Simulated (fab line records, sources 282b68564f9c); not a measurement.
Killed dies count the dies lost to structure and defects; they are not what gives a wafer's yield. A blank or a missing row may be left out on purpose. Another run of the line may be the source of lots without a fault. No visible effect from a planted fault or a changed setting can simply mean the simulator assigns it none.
Which tool was responsible? + flow rit cmos + Sampling: 7 lots, 21 wafers, 2 of 202 route steps

WHAT EACH GAUGE READ, for each wafer
RIT_ACTIVE_THK_MEAS_04.
| lot  | measured    | on            | ACTIVE_NITRIDE_THK (nm) |
|------|-------------|---------------|-------------------------|
| L300 | day 2 04:32 | film metro-04 | 150.7 148.9 149.8       |
| L302 | day 2 16:50 | film metro-02 | 149.1 150.0 149.3       |
| L306 | day 3 10:32 | film metro-02 | 149.2 148.6 149.5       |
| L309 | day 4 04:10 | film metro-02 | 150.6 150.1 150.9       |
| L315 | day 5 07:32 | film metro-04 | 120.9 122.0 119.6       |
| L318 | day 5 22:32 | film metro-04 | 150.2 150.1 150.6       |
| L320 | day 6 08:32 | film metro-02 | 150.6 151.2 149.2       |

WHICH TOOL RAN EACH LOT (tool, then ch and the chambers of the sampled wafers, then the start)
| lot  | RIT_ACTIVE_CVD_03          |
|------|----------------------------|
| L300 | lpcvd-02 ch 1, day 2 03:07 |
| L302 | lpcvd-01 ch 0, day 2 15:26 |
| L306 | lpcvd-02 ch 0, day 3 09:07 |
| L309 | lpcvd-02 ch 1, day 4 02:44 |
| L315 | lpcvd-02 ch 0, day 5 06:07 |
| L318 | lpcvd-01 ch 0, day 5 21:07 |
| L320 | lpcvd-02 ch 1, day 6 07:07 |
- RIT_ACTIVE_CVD_03: deposits Si3N4 from SiH2Cl2/NH3, target thk 150 nm, time 1500 s.

THE ANSWER, worked out from the rows above alone
Rule: the lots themselves supply what counts as usual. Put in order of their means at a reading, lots are off if they are a third of the lots or fewer, leave a main group of 4 or more, and stand apart from it by a gap of 3 or more times the standard deviation of the main group's means; of several such gaps the widest counts. A main group whose means are all the same, to the digits that the tables above print for the reading, isn't used. Also off: a lot with no number at a reading for which 4 or more lots have one. The other lots that the step has rows for count as sound.
Off: L315, seen at RIT_ACTIVE_THK_MEAS_04 (ACTIVE_NITRIDE_THK). Main group: mean 149.9 nm, sd 0.51.
If a tool, at a process step before that reading, ran all the lots that are off and no sound lot after the first of them, it fits. The gauges at RIT_ACTIVE_THK_MEAS_04 are tried like those tools. Not one of the candidates tried fits.

WHAT THE SIMULATOR HAD INSERTED
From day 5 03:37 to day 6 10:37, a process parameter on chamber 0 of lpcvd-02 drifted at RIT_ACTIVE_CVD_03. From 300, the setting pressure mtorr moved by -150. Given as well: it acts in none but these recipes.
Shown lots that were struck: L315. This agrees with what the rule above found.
